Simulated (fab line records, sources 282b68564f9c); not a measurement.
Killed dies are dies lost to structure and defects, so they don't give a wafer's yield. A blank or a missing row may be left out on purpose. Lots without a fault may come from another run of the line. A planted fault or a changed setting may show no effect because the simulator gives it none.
fab line records | flow rit_cmos
record lots=5 wafers=15 last_day=7
route steps=202 shown M1@189
lots that met no fault: from a run of the same line without faults
start_h: hours from the record's first day to the start of the lot's first wafer shown | wait_h: hours since the lot's step before | " the same as in the row above | L1.1+2: a row that stands for several wafers | - no value, or no start given | * or withheld: withheld | < > ~ a bound
route shown NAME@n: a module of which the file shows steps, and the number in the route of the first | usual: mean/standard deviation of fault-free wafers | same: alike in all rows | chamber/n: place in a boat | sites: the reading at each site | _std_site: their standard deviation | _edge_site: outer sites' mean less inner sites' | radius_mm: how far each site lies from the wafer's centre | mask NAME#n: copy n | behind: the tool/chamber that last shaped the wafer | hold: why the lot was held/for how many hours/how that ended | device: the transistor (n, p or np) that didn't switch | end of line: the same wafers' tests at the end of the route | a step without rows: its recipe alone | killed: dies lost to structure and defects at the first sort, not the wafer's yield | map: a wafer's dies, x killed, . not, _ none there
set.NAME: the setting as run; set.NAME@STEP: as run at that earlier step | model.NAME: the simulator's own value behind a step, which no gauge read
lots at some steps of the route; a table a step, a row a wafer
services: from which hour (start_h, from the record's first day; less than 0 if before it) a tool's chamber was out of use, for how many hours, and why
## steps
# step RIT_M1_SOFTBAKE_05
# recipe resist=NOVOLAK temp_c=90 time_s=60
# usual plate_temp_C=89.98/0.14
# columns lot.wafer tool chamber start_h wait_h plate_temp_C
L084.1 litho_track-01 0 104.61 0.1 90.04
L084.2 " 0 " " 90.01
L084.3 " 0 " " 89.90
L085.3 litho_track-02 0 113.71 0.1 89.92
L085.4 " 0 " " 90.08
L085.5 " 0 " " 89.93
L086.3 litho_track-01 0 116.93 0.1 90.05
L086.4 " 0 " " 90.16
L086.5 " 0 " " 90.21
L092.2 litho_track-04 0 148.09 0.1 90.12
L092.3 " 0 " " 90.08
L092.6 " 0 " " 90.18
L095.2 litho_track-02 0 164.06 0.1 89.95
L095.3 " 0 " " 89.99
L095.4 " 0 " " 89.95
# step RIT_M1_EXPOSE_06
# recipe mask_id=M12 na=0.6 source_shape=conventional sigma_outer=0.5 target_cd_nm=2600 dose_mj=250
# same sigma_outer=0.5
# columns lot.wafer tool chamber start_h wait_h mask
L084.1+2+3 iline_stepper-01 0 104.89 0.2 M12#0
L085.3+4+5 iline_stepper-02 0 113.98 0.2 M12#0
L086.3+4+5 iline_stepper-01 0 117.19 0.2 M12#0
L092.2+3+6 iline_stepper-02 0 148.23 0.1 M12#0
L095.2+3+4 iline_stepper-01 0 164.20 0.1 M12#0
# step RIT_M1_PEB_07
# recipe resist=NOVOLAK temp_c=withheld time_s=withheld
# columns lot.wafer tool chamber start_h wait_h
L084.1+2+3 litho_track-02 0 105.00 0.1
L085.3+4+5 litho_track-04 0 114.13 0.1
L086.3+4+5 litho_track-01 0 117.32 0.1
L092.2+3+6 litho_track-01 0 148.36 0.1
L095.2+3+4 litho_track-02 0 164.33 0.1
# step RIT_M1_DEVELOP_08
# recipe resist=NOVOLAK develop_time_s=68 dev_temp_c=23
# columns lot.wafer tool chamber start_h wait_h
L084.1+2+3 litho_track-02 0 - -
L085.3+4+5 litho_track-04 0 - -
L086.3+4+5 litho_track-01 0 - -
L092.2+3+6 litho_track-01 0 - -
L095.2+3+4 litho_track-02 0 - -
# step RIT_M1_CD_MEAS_09
# recipe target_cd_nm=2600
# usual cd_nm=2600.1/2
# columns lot.wafer tool chamber start_h wait_h cd_nm
L084.1 cd_sem-01 - 105.32 - 2597.7
L084.2 " - " " 2598.5
L084.3 " - " " 2596.6
L085.3 cd_sem-01 - 114.43 - 2602.1
L085.4 " - " " 2601.9
L085.5 " - " " 2602.5
L086.3 cd_sem-01 - 117.63 - 2601.9
L086.4 " - " " 2601.3
L086.5 " - " " 2602.5
L092.2 cd_sem-02 - 148.66 - 2602.5
L092.3 " - " " 2602.0
L092.6 " - " " 2600.4
L095.2 cd_sem-01 - 164.63 - 2602.8
L095.3 " - " " 2601.3
L095.4 " - " " 2600.5
# step RIT_M1_OVL_MEAS_10
# usual M1_OVL=0.5/1.4
# columns lot.wafer tool chamber start_h wait_h M1_OVL[nm]
L084.1 overlay-01 - 105.44 0.1 1.9
L084.2 " - " " 1.7
L084.3 " - " " 1.0
L085.3 overlay-01 - 114.53 0.1 2.3
L085.4 " - " " 2.9
L085.5 " - " " 2.5
L086.3 overlay-02 - 117.72 0.1 2.7
L086.4 " - " " 2.6
L086.5 " - " " 1.6
L092.2 overlay-02 - 148.77 0.1 -0.1
L092.3 " - " " -0.1
L092.6 " - " " 1.4
L095.2 overlay-02 - 164.74 0.1 1.0
L095.3 " - " " -0.1
L095.4 " - " " -1.2
# step RIT_M1_HARDBAKE_11
# recipe resist=NOVOLAK temp_c=140 time_s=120
# usual plate_temp_C=140.01/0.13
# columns lot.wafer tool chamber start_h wait_h plate_temp_C
L084.1 litho_track-01 0 105.47 0.0 140.14
L084.2 " 0 " " 139.74
L084.3 " 0 " " 140.10
L085.3 litho_track-01 0 114.70 0.2 140.11
L085.4 " 0 " " 139.94
L085.5 " 0 " " 139.91
L086.3 litho_track-01 0 117.82 0.1 139.99
L086.4 " 0 " " 139.85
L086.5 " 0 " " 140.13
L092.2 litho_track-04 0 149.03 0.3 140.19
L092.3 " 0 " " 140.18
L092.6 " 0 " " 140.03
L095.2 litho_track-04 0 164.81 0.1 139.98
L095.3 " 0 " " 139.86
L095.4 " 0 " " 140.05
# step RIT_M1_METAL_ETCH_12
# recipe stop_on=SiO2 chemistry=Cl2/BCl3 target=Al time_s=165 over_etch_frac=0.5 pressure_mtorr=100 target_depth_a=6000 rf_w=259.4 Cl2_flow_sccm=60 bcl3_flow_sccm=50
# usual drypump_motor_current_A=5.63/0.19 oes_product_au=0.770/0.016 throttle_valve_pct=8.27/0.097
# columns lot.wafer tool chamber start_h wait_h drypump_motor_current_A oes_product_au rf_hours_counter_h throttle_valve_pct
L084.1 rie_metal-02 1 105.72 0.2 5.81 0.746 36 8.32
L084.2 " 0 " " 5.28 0.795 35 8.10
L084.3 " 0 " " 5.29 0.796 - 8.11
L085.3 rie_metal-01 0 114.92 0.2 5.52 0.787 - 8.36
L085.4 " 1 " " 5.57 0.786 - 8.18
L085.5 " 1 " " 5.59 0.771 - 8.17
L086.3 rie_metal-04 0 118.05 0.2 5.79 0.750 - 8.36
L086.4 " 1 " " 5.72 0.759 - 8.25
L086.5 " 1 " " 5.73 0.758 - 8.25
L092.2 rie_metal-04 0 149.24 0.2 5.81 0.760 4 8.36
L092.3 " 1 " " 5.71 0.767 - 8.23
L092.6 " 0 " " 5.81 0.768 - 8.36
L095.2 rie_metal-04 0 165.02 0.2 5.78 0.757 4 8.34
L095.3 " 0 " " 5.78 0.757 - 8.36
L095.4 " 1 " " 5.72 0.759 - 8.26
# step RIT_M1_STRIP_13
# recipe chemistry=nmp resist=NOVOLAK temp_c=80 time_s=600 dry=n2_spin
# columns lot.wafer tool chamber start_h wait_h
L084.1+2+3 wet_bench-03 1 105.88 0.1
L085.3+4+5 wet_bench-01 0 115.03 0.1
L086.3+4+5 wet_bench-02 0 118.15 0.1
L092.2+3+6 wet_bench-03 2 149.40 0.1
L095.2+3+4 wet_bench-03 3 165.18 0.1
# step RIT_M1_STRIP_14
# recipe chemistry=O2 time_s=180 platen_temp_c=withheld power_w=500 pressure_mtorr=4000 o2_flow_sccm=4000
# usual drypump_motor_current_A=5.9/0.59 o2_flow_sccm=4001/11 rf_refl_power_W=6.7/2.1
# columns lot.wafer tool chamber start_h wait_h drypump_motor_current_A o2_flow_sccm rf_hours_counter_h rf_refl_power_W
L084.1 plasma_asher-04 1 106.06 0.0 5.2 4010 47 9.3
L084.2 " 0 " " 6.0 4000 47 6.0
L084.3 " 1 " " 5.2 3994 - 9.5
L085.3 plasma_asher-01 0 115.27 0.1 6.6 4011 - 8.3
L085.4 " 1 " " 6.0 3999 - 3.7
L085.5 " 1 " " 6.0 3980 - 3.7
L086.3 plasma_asher-02 0 118.40 0.1 4.6 4003 - 6.8
L086.4 " 1 " " 6.4 4004 - 4.5
L086.5 " 0 " " 4.6 4018 - 6.7
L092.2 plasma_asher-04 0 149.59 0.0 6.0 4010 52 5.8
L092.3 " 1 " " 5.1 3992 - 9.4
L092.6 " 0 " " 6.0 4016 - 5.9
L095.2 plasma_asher-04 0 165.36 0.0 6.0 4003 54 5.8
L095.3 " 0 " " 5.9 4007 - 5.9
L095.4 " 1 " " 5.2 3979 - 9.4
# step RIT_M1_CD_MEAS_90
# recipe target_cd_nm=2600
# usual cd_nm=2599/3.3
# columns lot.wafer tool chamber start_h wait_h cd_nm
L084.1 cd_sem-01 - 106.23 0.1 2595
L084.2 " - " " 2597
L084.3 " - " " 2595
L085.3 cd_sem-01 - 115.44 0.1 2604
L085.4 " - " " 2601
L085.5 " - " " 2602
L086.3 cd_sem-01 - 118.56 0.1 2602
L086.4 " - " " 2598
L086.5 " - " " 2598
L092.2 cd_sem-01 - 149.78 0.1 2603
L092.3 " - " " 2597
L092.6 " - " " 2600
L095.2 cd_sem-01 - 165.55 0.1 2603
L095.3 " - " " 2602
L095.4 " - " " 2599
# step RIT_M1_ANNEAL_15
# recipe temp_c=450 time_s=1800 ambient=forming_gas_H2N2
# usual spike_tc_load_C=470.1/0.92 zone_power_centre_pct=21.14/0.22 zone_power_source_pct=6.72/0.066
# columns lot.wafer tool chamber start_h wait_h spike_tc_load_C zone_power_centre_pct zone_power_source_pct
L084.1 furnace-02 0 106.35 0.1 469.3 21.06 6.72
L084.2 " 0 " " 469.1 21.04 6.74
L084.3 " 0 " " 471.9 20.79 6.68
L085.3 furnace-02 0 115.52 0.1 470.7 21.33 6.63
L085.4 " 0 " " 470.5 21.17 6.83
L085.5 " 0 " " 471.1 21.18 6.79
L086.3 furnace-02 0 118.64 0.1 469.9 21.20 6.71
L086.4 " 0 " " 471.0 21.27 6.75
L086.5 " 0 " " 470.4 21.39 6.65
L092.2 furnace-02 0 149.88 0.1 470.3 21.20 6.84
L092.3 " 0 " " 468.8 20.94 6.68
L092.6 " 0 " " 468.3 21.60 6.70
L095.2 furnace-02 0 165.65 0.1 470.7 21.14 6.65
L095.3 " 0 " " 469.4 21.02 6.64
L095.4 " 0 " " 470.0 20.93 6.70
# step RIT_M1_BOW_MEAS_16
# recipe mode=bow
# usual M1_BOW=16/6.8
# columns lot.wafer tool chamber start_h wait_h M1_BOW[um]
L084.1 film_metro-01 - 107.85 0.0 -5
L084.2 " - " " 10
L084.3 " - " " 21
L085.3 film_metro-01 - 117.06 0.0 26
L085.4 " - " " 4
L085.5 " - " " 27
L086.3 film_metro-02 - 120.18 0.0 16
L086.4 " - " " 21
L086.5 " - " " 29
L092.2 film_metro-03 - 151.40 0.0 17
L092.3 " - " " 18
L092.6 " - " " 22
L095.2 film_metro-02 - 167.17 0.0 16
L095.3 " - " " 22
L095.4 " - " " 12
# step RIT_M1_PROBE_99
# usual defect_limited_yield=97.5/1.2 killed_at_contacts=0.1/0.23 killed_at_front_end=6/3.2 killed_dies=7/3.2 killed_open=3.4/1.8 killed_short=3.2/2.3 sort_bin_3_pad_short=0.1/0.23 sort_bin_5_function=1.4/0.81 sort_bin_6_memory=0.9/0.7 sort_n_pass=257/3.2 sort_yield_pct=97.5/1.2
# same gross_dies=264 killed_at_M0_to_M3=0 killed_at_M4_up=0 killed_at_back_side=0 killed_at_other=0
# columns lot.wafer tool chamber start_h wait_h defect_limited_yield[%] killed_at_contacts killed_at_front_end killed_dies killed_open killed_short sort_bin_3_pad_short[%] sort_bin_5_function[%] sort_bin_6_memory[%] sort_n_pass sort_yield_pct[%]
L084.1 prober-01 - 107.97 0.1 97.7 0 6 6 2 4 0.8 1.5 0 258 97.7
L084.2 prober-01 - 108.02 0.1 96.6 0 9 9 4 5 0 1.9 1.5 255 96.6
L084.3 prober-01 - 108.07 0.2 97.7 0 6 6 4 2 0 1.1 1.1 258 97.7
L086.3 prober-01 - 120.36 0.2 97.3 0 7 7 3 4 0 0.8 1.9 257 97.3
L086.4 prober-01 - 120.41 0.2 97.0 0 8 8 3 5 0.4 1.5 1.1 256 97.0
L086.5 prober-01 - 120.46 0.2 99.6 0 1 1 1 0 0 0 0.4 263 99.6
L092.2 prober-01 - 151.55 0.1 95.5 0 12 12 4 8 0.4 2.3 1.9 252 95.5
L092.3 prober-01 - 151.60 0.2 98.5 0 4 4 3 1 0 0.8 0.8 260 98.5
L092.6 prober-01 - 151.75 0.2 96.6 1 8 9 8 1 0 1.9 1.5 255 96.6
L095.2 prober-02 - 167.32 0.1 97.7 0 6 6 3 3 0 1.5 0.8 258 97.7
L095.3 prober-02 - 167.37 0.2 92.4 0 20 20 8 12 0 3.8 3.8 244 92.4
L095.4 prober-02 - 167.42 0.2 98.1 0 5 5 3 2 0 1.9 0 259 98.1
# killed by level:class
L084.1 GATE:geometric_particle:open=2 SILICIDE:geometric_particle:short=2 GATE:geometric_particle:short=1 REOX:geometric_particle:short=1
L084.2 REOX:geometric_particle:short=3 FOX1:geometric_particle:open=1 GATE:geometric_particle:open=1 GATE:geometric_particle:short=1 REOX:geometric_particle:open=1 SPACER:geometric_particle:short=1 SILICIDE:geometric_particle:open=1
L084.3 GATE:geometric_particle:open=2 FOX1:geometric_particle:open=1 FOX1:geometric_particle:short=1 REOX:geometric_particle:open=1 SILICIDE:geometric_particle:short=1
L086.3 FOX1:geometric_particle:short=2 FOX2:geometric_particle:open=1 FOX2:geometric_particle:short=1 GATE:geometric_particle:short=1 GATE:geometric_particle:open=1 SPACER:geometric_particle:open=1
L086.4 GATE:geometric_particle:short=5 GATE:geometric_particle:open=2 FOX1:geometric_particle:open=1
L086.5 FOX1:geometric_particle:open=1
L092.2 GATE:geometric_particle:short=4 FOX1:geometric_particle:short=2 FOX1:geometric_particle:open=2 GATE:geometric_particle:open=2 REOX:geometric_particle:short=1 SPACER:geometric_particle:short=1
L092.3 SILICIDE:geometric_particle:open=2 FOX1:geometric_particle:short=1 REOX:geometric_particle:open=1
L092.6 GATE:geometric_particle:open=6 GATE:geometric_particle:short=1 SILICIDE:geometric_particle:open=1 CONTACT:geometric_particle:open=1
L095.2 GATE:geometric_particle:open=2 SILICIDE:geometric_particle:short=2 FOX2:geometric_particle:open=1 SPACER:geometric_particle:short=1
L095.3 GATE:geometric_particle:short=7 GATE:geometric_particle:open=6 REOX:geometric_particle:short=2 ACTIVE:geometric_particle:short=1 FOX1:geometric_particle:short=1 FOX2:geometric_particle:short=1 REOX:geometric_particle:open=1 SILICIDE:geometric_particle:open=1
L095.4 GATE:geometric_particle:short=2 REOX:geometric_particle:open=2 FOX2:geometric_particle:open=1
## services
# columns tool chamber start_h hours kind
plasma_asher-04 - 81.01 2.8 pm
plasma_asher-02 - 108.75 9.0 pm
plasma_asher-02 0 108.75 9.0 vent_cycle
plasma_asher-02 1 108.75 9.0 vent_cycle
iline_stepper-02 - 110.15 1.7 pm
rie_metal-04 - 111.64 0.7 repair
iline_stepper-01 - 113.32 1.7 pm
plasma_asher-02 0 117.75 - clean
plasma_asher-02 1 117.75 - clean
iline_stepper-02 - 119.40 11.1 repair
rie_metal-02 - 136.14 20.0 pm
rie_metal-02 0 136.14 20.0 vent_cycle
rie_metal-02 1 136.14 20.0 vent_cycle
rie_metal-02 0 156.14 - clean
rie_metal-02 1 156.14 - clean
wet_bench-01 - 161.95 1.4 repair
plasma_asher-02 - 162.88 14.6 pm
## key
fault none
